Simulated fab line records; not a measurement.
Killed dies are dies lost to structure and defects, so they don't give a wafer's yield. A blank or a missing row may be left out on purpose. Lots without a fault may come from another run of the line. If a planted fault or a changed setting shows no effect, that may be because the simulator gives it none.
fab line records	flow ritCmos
record lots=6	wafers=18	lastDay=7
route steps=202 shown SILICIDE@167 CONTACT@168 M1@202
lots untouched by any fault: they come from a run of this same line in which no faults occurred
startH: the number of hours between the record's first day and the start of the first shown wafer of the lot	waitH: time in hours since the lot's previous step	" repeats the value in the row above	L1.1+2: a row that stands for several wafers	- either no value or no given start	* or withheld: withheld	< > ~ a bound
route shown NAME@n: names a module that has steps shown in the file, with the first one's number in the route	usual: mean and standard deviation over wafers with no fault	same: alike in all rows	chamber/n: place in a boat	sites: per-site readings	_std_site: standard deviation across them	_edge_site: outer sites' mean less inner sites'	radiusMm: for every site, how far away it sits from the centre of the wafer	mask NAME#n: copy n	behind: the most recent tool/chamber to have shaped the wafer	hold: the reason the lot was held/the length of the hold in hours/how it ended	device: transistor that didn't switch, given as n, p or np	end of line: tests of these same wafers at the route's end	a step given without rows: its recipe and nothing more	killed: not the wafer's yield, but the dies lost to structure and defects at the first sort	map: a wafer's dies, marking killed ones x, the rest . and places with no die _
set.NAME: the setting as run; set.NAME@STEP: as run at that earlier step	model.NAME: the simulator's own value behind a step, which no gauge read
lots at selected steps of the route; one table per step, one row per wafer
services: from which hour (startH, from the record's first day; less than 0 if before it) a tool's chamber was out of use, for how many hours, and why
## steps
# step RIT_SILICIDE_RTA_06
# recipe tempC=750	timeS=10	idleTempC=25	rampUpS=5	rampDownS=10	coolToC=25	ambient=N2
# usual wafer_temp_C_max=753.7/1.5
lot.wafer	tool	chamber	startH	waitH	wafer_temp_C_max
L286.1	rtpAnneal-02	0	87.97	0.0	752.3
L286.4	"	0	"	"	751.6
L286.5	"	0	"	"	752.3
L291.2	rtpAnneal-01	0	116.58	0.0	755.9
L291.5	"	0	"	"	755.8
L291.6	"	0	"	"	755.8
L292.2	rtpAnneal-01	0	122.46	0.0	754.4
L292.5	"	0	"	"	755.0
L292.6	"	0	"	"	754.9
L296.1	rtpAnneal-02	0	135.31	0.0	752.4
L296.2	"	0	"	"	752.0
L296.4	"	0	"	"	752.5
L297.1	rtpAnneal-01	0	141.27	0.0	755.5
L297.3	"	0	"	"	755.5
L297.6	"	0	"	"	754.5
L300.1	rtpAnneal-02	0	156.08	0.0	752.8
L300.4	"	0	"	"	751.8
L300.6	"	0	"	"	752.0
# step RIT_CONTACT_CVD_00
# recipe material=SiO2	targetThkNm=400	precursor=TEOS	tempC=390	timeS=61	rfW=400
# usual heaterPowerW=311/51	susceptorTempC=389.97/0.22
lot.wafer	tool	chamber	startH	waitH	heaterPowerW	susceptorTempC
L286.1	pecvd-04	0	88.04	0.1	261	389.77
L286.4	"	1	"	"	438	389.71
L286.5	"	0	"	"	278	389.97
L291.2	pecvd-01	1	116.64	0.0	254	390.10
L291.5	"	1	"	"	266	389.81
L291.6	"	2	"	"	356	389.97
L292.2	pecvd-03	2	122.52	0.0	299	390.12
L292.5	"	2	"	"	322	390.29
L292.6	"	0	"	"	290	389.55
L296.1	pecvd-03	1	135.37	0.1	255	390.20
L296.2	"	2	"	"	387	389.66
L296.4	"	2	"	"	398	389.79
L297.1	pecvd-01	0	141.34	0.1	270	389.86
L297.3	"	1	"	"	306	389.82
L297.6	"	1	"	"	299	390.19
L300.1	pecvd-01	1	156.14	0.1	289	390.13
L300.4	"	0	"	"	305	390.07
L300.6	"	1	"	"	291	389.87
# step RIT_CONTACT_THK_MEAS_01
# recipe reads=SiO2_of_CONTACT_CVD_00
# usual CONTACT_TEOS_THK=402/5.4
lot.wafer	tool	chamber	startH	waitH	CONTACT_TEOS_THK[nm]
L286.1	filmMetro-01	-	88.09	0.0	405
L286.4	"	-	"	"	405
L286.5	"	-	"	"	405
L291.2	filmMetro-02	-	116.70	0.0	391
L291.5	"	-	"	"	406
L291.6	"	-	"	"	400
L292.2	filmMetro-01	-	122.58	0.0	386
L292.5	"	-	"	"	395
L292.6	"	-	"	"	403
L296.1	filmMetro-02	-	135.42	0.0	407
L296.2	"	-	"	"	395
L296.4	"	-	"	"	399
L297.1	filmMetro-02	-	141.39	0.0	401
L297.3	"	-	"	"	404
L297.6	"	-	"	"	408
L300.1	filmMetro-04	-	156.19	0.0	403
L300.4	"	-	"	"	403
L300.6	"	-	"	"	413
# step RIT_CONTACT_HMDS_02
# recipe primeTimeS=60	primeTempC=140
# step RIT_CONTACT_COAT_03
# recipe resist=NOVOLAK	spinRpm=3250	resistThkNm=1000
# step RIT_CONTACT_SOFTBAKE_04
# recipe resist=NOVOLAK	tempC=90	timeS=60
# step RIT_CONTACT_EXPOSE_05
# recipe maskId=M11	na=0.6	sourceShape=conventional	sigmaOuter=0.5	targetCdNm=1000	doseMj=250
# step RIT_CONTACT_PEB_06
# recipe resist=NOVOLAK	tempC=withheld	timeS=withheld
# step RIT_CONTACT_DEVELOP_07
# recipe resist=NOVOLAK	developTimeS=120	devTempC=23
# step RIT_CONTACT_CD_MEAS_08
# recipe targetCdNm=1000
# usual cdNm=998.8/2.4
lot.wafer	tool	chamber	startH	waitH	cdNm
L286.1	cdSem-01	-	89.36	-	998.5
L286.4	"	-	"	"	999.8
L286.5	"	-	"	"	996.2
L291.2	cdSem-01	-	117.74	-	998.6
L291.5	"	-	"	"	998.1
L291.6	"	-	"	"	1000.1
L292.2	cdSem-01	-	123.62	-	997.2
L292.5	"	-	"	"	997.4
L292.6	"	-	"	"	998.9
L296.1	cdSem-02	-	136.45	-	999.9
L296.2	"	-	"	"	1001.7
L296.4	"	-	"	"	1000.1
L297.1	cdSem-02	-	142.54	-	1000.9
L297.3	"	-	"	"	999.2
L297.6	"	-	"	"	999.7
L300.1	cdSem-02	-	157.22	-	997.6
L300.4	"	-	"	"	996.8
L300.6	"	-	"	"	996.6
# step RIT_CONTACT_OVL_MEAS_09
# usual CONTACT_OVL=-0.6/1.4
lot.wafer	tool	chamber	startH	waitH	CONTACT_OVL[nm]
L286.1	overlay-02	-	89.48	0.1	0.5
L286.4	"	-	"	"	-0.6
L286.5	"	-	"	"	-2.2
L291.2	overlay-01	-	117.84	0.1	-1.1
L291.5	"	-	"	"	-1.9
L291.6	"	-	"	"	-1.0
L292.2	overlay-01	-	123.72	0.1	-2.0
L292.5	"	-	"	"	-1.4
L292.6	"	-	"	"	-2.0
L296.1	overlay-02	-	136.57	0.1	-0.4
L296.2	"	-	"	"	-0.7
L296.4	"	-	"	"	-3.4
L297.1	overlay-01	-	142.66	0.1	0.6
L297.3	"	-	"	"	-2.3
L297.6	"	-	"	"	-1.3
L300.1	overlay-02	-	157.34	0.1	-0.1
L300.4	"	-	"	"	-1.9
L300.6	"	-	"	"	0.4
# step RIT_CONTACT_HARDBAKE_10
# recipe resist=NOVOLAK	tempC=140	timeS=60
# step RIT_CONTACT_ETCH_11
# recipe targetDepthA=4800	overEtchFrac=0.2	stopOn=TiSi2	chemistry=CHF3/CF4/Ar	target=SiO2	CHF3_flow_sccm=50	cf4FlowSccm=10	Ar_flow_sccm=100	O2_flow_sccm=5	pressureMtorr=100	rfW=200	timeS=320
# usual chamberPressureMTorr=100.00/0.1	drypumpMotorCurrentA=5.7/0.39	oesProductAu=0.983/0.015	rfFwdPowerW=199.7/0.59	throttleValvePct=8.90/0.12
lot.wafer	tool	chamber	startH	waitH	chamberPressureMTorr	drypumpMotorCurrentA	oesProductAu	rfFwdPowerW	rfHoursCounterH	throttleValvePct	model.NOVOLAK_of_CONTACT_COAT_03.thkNm
L286.1	rieDiel-02	2	89.67	0.1	99.99	6.1	0.970	198.5	5	8.88	769.8
L286.4	"	1	"	"	100.00	6.2	0.998	200.5	6	9.01	771.2
L286.5	"	0	"	"	100.10	5.0	1.001	200.5	-	8.87	768.4
L291.2	rieDiel-02	3	118.02	0.1	100.19	5.9	0.965	166.8	79	8.94	781.1
L291.5	"	0	"	"	99.89	5.0	1.004	167.9	-	8.89	780.9
L291.6	"	1	"	"	100.12	6.2	1.003	168.3	-	9.03	786.8
L292.2	rieDiel-02	3	123.90	0.1	99.99	5.9	0.957	167.9	80	8.93	774.9
L292.5	"	2	"	"	99.91	6.1	0.962	167.9	-	8.89	776.4
L292.6	"	3	"	"	100.00	5.9	0.959	168.2	-	8.95	775.5
L296.1	rieDiel-01	1	136.76	0.1	99.98	5.1	0.970	199.1	138	9.03	770.6
L296.2	"	2	"	"	100.06	5.7	0.980	199.6	27	8.62	769.9
L296.4	"	1	"	"	99.94	5.1	0.972	199.8	-	9.02	771.6
L297.1	rieDiel-01	1	142.85	0.1	99.95	5.1	0.983	199.0	138	9.02	774.1
L297.3	"	2	"	"	99.97	5.7	0.982	199.9	27	8.63	773.8
L297.6	"	2	"	"	99.91	5.7	0.981	199.8	-	8.63	774.8
L300.1	rieDiel-04	1	157.53	0.1	99.87	5.6	0.999	200.4	114	8.86	769.3
L300.4	"	0	"	"	99.81	5.6	0.989	198.9	149	8.75	768
L300.6	"	3	"	"	100.01	5.3	0.964	199.2	-	8.78	768.8
# step RIT_CONTACT_STRIP_12
# recipe chemistry=O2	timeS=180	resist=NOVOLAK	platenTempC=withheld	powerW=500	pressureMtorr=4000	o2FlowSccm=4000
# usual chamberPressureMTorr=4000/3.7	drypumpMotorCurrentA=6.1/0.41
lot.wafer	tool	chamber	startH	waitH	chamberPressureMTorr	drypumpMotorCurrentA	rfHoursCounterH
L286.1	plasmaAsher-04	0	89.86	0.1	3996	6.8	30
L286.4	"	0	"	"	3998	6.8	-
L286.5	"	1	"	"	4004	5.5	-
L291.2	plasmaAsher-04	0	118.22	0.1	3994	6.8	34
L291.5	"	0	"	"	4003	6.8	-
L291.6	"	1	"	"	3999	5.5	-
L292.2	plasmaAsher-03	0	124.10	0.1	4002	5.9	50
L292.5	"	1	"	"	4000	6.3	-
L292.6	"	0	"	"	4004	5.9	-
L296.1	plasmaAsher-03	1	137.05	0.2	4002	6.3	52
L296.2	"	0	"	"	3999	5.9	52
L296.4	"	0	"	"	3995	5.9	-
L297.1	plasmaAsher-04	1	143.04	0.1	4003	5.5	38
L297.3	"	1	"	"	3993	5.5	-
L297.6	"	0	"	"	4005	6.8	-
L300.1	plasmaAsher-01	1	157.72	0.1	3997	6.1	2
L300.4	"	1	"	"	3992	6.1	-
L300.6	"	0	"	"	3995	5.9	-
# step RIT_M1_PROBE_99
# usual killedAtContacts=0.1/0.38	killedAtFrontEnd=6.9/2.9	killedDies=7.1/3	killedOpen=3.5/2.1	killedShort=3.5/2
# same grossDies=264	killed_at_M0_to_M3=0	killed_at_M4_up=0	killedAtBackSide=0	killedAtOther=0
lot.wafer	tool	chamber	startH	waitH	killedAtContacts	killedAtFrontEnd	killedDies	killedOpen	killedShort	model.etest.antennaContact.vtShiftV
L286.1	prober-02	-	95.24	0.1	0	9	9	6	3	-0.009717
L286.4	prober-02	-	95.39	0.2	0	9	9	5	4	-0.009737
L286.5	prober-02	-	95.44	0.2	0	10	10	5	5	-0.01818
L291.2	prober-01	-	123.03	0.1	0	19	19	11	8	-0.002794
L291.5	prober-01	-	123.18	0.2	0	5	5	2	3	-0.003648
L291.6	prober-01	-	123.23	0.2	0	10	10	8	2	-0.003744
L292.2	prober-01	-	129.97	0.1	0	3	3	2	1	-0.009188
L292.5	prober-01	-	130.12	0.2	2	9	11	4	7	-0.000308
L292.6	prober-01	-	130.17	0.2	1	5	6	3	2	-0.00569
L296.1	prober-02	-	141.85	0.1	1	3	4	1	3	-0.005827
L296.2	prober-02	-	141.90	0.1	0	5	5	4	1	-0.01134
L296.4	prober-02	-	142.00	0.2	0	5	5	1	4	-0.01331
L297.1	prober-01	-	147.89	0.1	0	9	9	2	7	-0.008273
L297.3	prober-01	-	147.99	0.2	0	5	5	2	3	-0.01122
L297.6	prober-01	-	148.14	0.2	2	10	12	5	5	-0.01105
L300.1	prober-02	-	162.50	0.1	0	3	3	1	2	-0.009626
L300.4	prober-02	-	162.65	0.2	1	10	11	3	8	-0.01257
L300.6	prober-02	-	162.75	0.2	0	8	8	4	4	-0.007821
# killed by level:class
L286.1 GATE:geometricParticle:short=2 REOX:geometricParticle:open=2 SPACER:geometricParticle:open=2 ACTIVE:geometricParticle:open=1 FOX1:geometricParticle:open=1 SPACER:geometricParticle:short=1
L286.4 GATE:geometricParticle:short=2 FOX1:geometricParticle:open=1 FOX2:geometricParticle:open=1 REOX:geometricParticle:open=1 SPACER:geometricParticle:short=1 SPACER:geometricParticle:open=1 SILICIDE:geometricParticle:open=1 SILICIDE:geometricParticle:short=1
L286.5 GATE:geometricParticle:short=3 FOX2:geometricParticle:open=2 FOX1:geometricParticle:open=1 GATE:geometricParticle:open=1 SPACER:geometricParticle:open=1 SPACER:geometricParticle:short=1 SILICIDE:geometricParticle:short=1
L291.2 FOX1:geometricParticle:open=6 GATE:geometricParticle:short=3 FOX1:geometricParticle:short=2 GATE:geometricParticle:open=2 REOX:geometricParticle:open=2 SILICIDE:geometricParticle:short=2 REOX:geometricParticle:short=1 SILICIDE:geometricParticle:open=1
L291.5 FOX1:geometricParticle:short=1 FOX1:geometricParticle:open=1 GATE:geometricParticle:short=1 REOX:geometricParticle:open=1 REOX:geometricParticle:short=1
L291.6 GATE:geometricParticle:open=5 SPACER:geometricParticle:open=3 FOX1:geometricParticle:short=1 REOX:geometricParticle:short=1
L292.2 SPACER:geometricParticle:open=2 SPACER:geometricParticle:short=1
L292.5 GATE:geometricParticle:short=2 GATE:geometricParticle:open=2 ACTIVE:geometricParticle:short=1 FOX2:geometricParticle:short=1 FOX2:geometricParticle:open=1 SPACER:geometricParticle:short=1 SILICIDE:geometricParticle:short=1 CONTACT:geometricParticle:short=1
L292.6 GATE:geometricParticle:open=1 SPACER:geometricParticle:open=1 SPACER:geometricParticle:short=1 SILICIDE:geometricParticle:open=1 SILICIDE:geometricParticle:short=1 CONTACT:areaEtch=1
L296.1 GATE:geometricParticle:short=1 REOX:geometricParticle:short=1 SILICIDE:geometricParticle:short=1 CONTACT:geometricParticle:open=1
L296.2 GATE:geometricParticle:open=2 FOX1:geometricParticle:open=1 GATE:geometricParticle:short=1 REOX:geometricParticle:open=1
L296.4 FOX2:geometricParticle:short=1 GATE:geometricParticle:short=1 REOX:geometricParticle:short=1 REOX:geometricParticle:open=1 SPACER:geometricParticle:short=1
L297.1 SPACER:geometricParticle:short=2 GATE:geometricParticle:short=2 SILICIDE:geometricParticle:short=2 GATE:geometricParticle:open=1 REOX:geometricParticle:short=1 SILICIDE:geometricParticle:open=1
L297.3 FOX2:geometricParticle:short=1 GATE:geometricParticle:short=1 GATE:geometricParticle:open=1 REOX:geometricParticle:open=1 SILICIDE:geometricParticle:short=1
L297.6 GATE:geometricParticle:open=2 GATE:geometricParticle:short=2 SILICIDE:geometricParticle:short=2 CONTACT:coatMicrobubblePrinted=2 FOX1:geometricParticle:open=1 SPACER:geometricParticle:short=1 SPACER:geometricParticle:open=1 SILICIDE:geometricParticle:open=1
L300.1 GATE:geometricParticle:short=1 GATE:geometricParticle:open=1 SILICIDE:geometricParticle:short=1
L300.4 GATE:geometricParticle:short=3 SPACER:geometricParticle:short=2 FOX1:geometricParticle:open=1 FOX1:geometricParticle:short=1 FOX2:geometricParticle:short=1 FOX2:geometricParticle:open=1 REOX:geometricParticle:short=1 CONTACT:geometricParticle:open=1
L300.6 GATE:geometricParticle:short=3 GATE:geometricParticle:open=2 FOX1:geometricParticle:open=1 SILICIDE:geometricParticle:open=1 SILICIDE:geometricParticle:short=1
## services
tool	chamber	startH	hours	kind
plasmaAsher-04	-	67.36	4.3	pm
rieDiel-02	0	76.21	10.0	repair
rieDiel-04	2	78.25	10.4	repair
plasmaAsher-01	-	86.36	44.0	repair
pecvd-03	-	87.88	2.8	pm
pecvd-04	-	108.03	1.2	repair
rieDiel-01	-	120.40	0.3	repair
rieDiel-01	3	127.01	20.2	repair
plasmaAsher-01	-	130.40	9.0	pm
plasmaAsher-01	0	130.40	9.0	ventCycle
plasmaAsher-01	1	130.40	9.0	ventCycle
rieDiel-01	0	133.54	6.1	repair
plasmaAsher-01	0	139.40	-	clean
plasmaAsher-01	1	139.40	-	clean
plasmaAsher-03	-	142.21	2.9	repair
rieDiel-02	-	145.50	0.2	repair
pecvd-03	1	152.51	18.5	repair
## key
firstSign step=RIT_CONTACT_ETCH_11	reading=rfFwdPowerW	direction=down	sigmas=54	usual=199.7	struck=167.8
effect none on later readings
modelEffect step=RIT_CONTACT_ETCH_11	value=NOVOLAK_of_CONTACT_COAT_03.thkNm	without=769.8	struck=779.3
modelEffect step=RIT_M1_PROBE_99	value=etest.antennaContact.vtShiftV	without=-0.01098	struck=-0.004229
metAt RIT_CONTACT_ETCH_11
struckWafers L291.2,L291.5,L291.6,L292.2,L292.5,L292.6
testerLeftOut L291,L292
onsetBetween 89.67 118.02
fault kind=processParameterDrift	tool=rieDiel-02	chamber=-	onsetH=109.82	steps=RIT_CONTACT_ETCH_11	channel=rfW	offset=-32	shape=step	endH=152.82	actsIn=theseRecipesOnly	stated=200
# testerLeftOut: of these lots the tester's yield and bins aren't shown, on N5 and GAA mostly nor the transistor test; their killed dies are dies lost to structure and defects alone, not to doping, threshold or leakage, so they don't give the yield
